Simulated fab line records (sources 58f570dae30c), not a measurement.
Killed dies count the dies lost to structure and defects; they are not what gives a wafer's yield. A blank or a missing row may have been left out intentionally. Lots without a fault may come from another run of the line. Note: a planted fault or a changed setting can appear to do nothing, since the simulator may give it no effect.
A lot that was struck, set against a sound lot :: flow berkeley_cmos170 :: 17 out of 331 route steps
Sound: wafers L855.1, L855.2, L855.6. Wafers struck: L842.2, L842.3, L842.5. At the end, the cause is stated.
Order at every step that has rows: each side's tool, ch and its chambers, its first start. Under that, the readings that differ: sound wafers :: struck wafers :: difference of the means :: sigmas: that difference in standard deviations of wafers without a fault.
alike: words and numbers the same on both sides, and readings whose means are apart by under 2 such deviations; not compared: readings that were withheld, readings missing a value for some wafer, numbers with overlapping values and no deviation given by the record, and bounds like >300 which may hide the same value.
A row with sigmas, a row that says differs or no value, or rows on one side alone: a step with any of these is where the two part. Numbers that don't overlap but have no deviation are shown without sigmas and don't part them. Lack of a reading on every wafer of one side parts them only where that side has two or more wafers.

first, 2 steps without rows for these wafers: UCB170_M3_COAT_05 (resist thk 900 nm); UCB170_M3_SOFTBAKE_06 (time 60 s).
UCB170_M3_STRIP_07: strips in O2.
  sound on plasma_asher-01 ch 0,1, day 11 20:28; struck on plasma_asher-01 ch 0,1, day 9 05:41
  alike: drypump_motor_current_A, oes_product_au, strip_time_to_endpoint_s
  not compared: rf_hours_counter_h
then, 7 steps without rows for these wafers: UCB170_M3_STRIP_08 (strips KrF in DMSO, time 600 s); UCB170_M3_COAT_09; UCB170_M3_COAT_10 (resist thk 900 nm); UCB170_M3_SOFTBAKE_11 (time 60 s); UCB170_M3_EXPOSE_12 (exposes mask METAL3, target cd 700 nm); UCB170_M3_PEB_13; UCB170_M3_DEVELOP_14 (develop time 45 s).
UCB170_M3_CD_MEAS_15: the cd target is 700 nm.
  sound on cd_sem-02 at day 11 21:55; struck on cd_sem-02 at day 9 06:58
  alike: cd_nm
UCB170_M3_OVL_MEAS_16:
  sound on overlay-01 at day 11 22:02; struck on overlay-01 at day 9 07:04
  alike: M3_OVL
UCB170_M3_ETCH_17: etches BARC in N2/H2.
  sound on rie_diel-03 ch 0,2,3, day 11 22:05; struck on rie_diel-03 ch 1,2, day 9 07:06
  no value came back on the struck wafers for any of 5 readings (bias_w (W), chamber_pressure_mTorr (mTorr) and others); on the sound wafers bias_w (W) reads 100.3 100.3 100.3
UCB170_M3_METAL_ETCH_18: etches Al in Cl2/BCl3, stops on SiO2, target depth 1170 nm, time 195 s.
  sound on rie_metal-01 ch 0,1, day 11 22:07; struck on rie_metal-02 ch 0,1, day 9 07:08
reading: oes_product_au (a.u.)
sound: 0.853 0.843 0.858
struck: 0.369 0.377 0.370
difference: -0.479
sigmas: -48

reading: throttle_valve_pct (%)
sound: 24.46 24.06 24.46
struck: 24.52 24.84 24.84
difference: +0.41
sigmas: +2
  alike: bcl3_flow_sccm, bias_w, drypump_motor_current_A
  not compared: rf_hours_counter_h
UCB170_M3_STRIP_19: strips in O2.
  sound on plasma_asher-01 ch 0,1, day 11 22:19; struck on plasma_asher-01 ch 0,1, day 9 07:20
  alike: drypump_motor_current_A, oes_product_au
  not compared: rf_hours_counter_h
UCB170_M3_CD_MEAS_90: the cd target is 700 nm.
  sound on cd_sem-01 at day 11 22:25; struck on cd_sem-01 at day 9 07:27
reading: cd_nm (nm)
sound: 700 703 699
struck: - - -
difference: no value on the struck wafers
sigmas: 
UCB170_M3_BOW_MEAS_20:
  sound on film_metro-02 at day 11 22:32; struck on film_metro-02 at day 9 07:34
  alike: M3_BOW

## WHERE THEY PART
First at UCB170_M3_ETCH_17; last, within this record, at UCB170_M3_CD_MEAS_90. Later steps at which nothing parts them and some readings are alike: UCB170_M3_BOW_MEAS_20.

WHY: what had been put in by the simulator
Skipped step whole: rie_diel-03, from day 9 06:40 on, at UCB170_M3_ETCH_17. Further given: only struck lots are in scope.
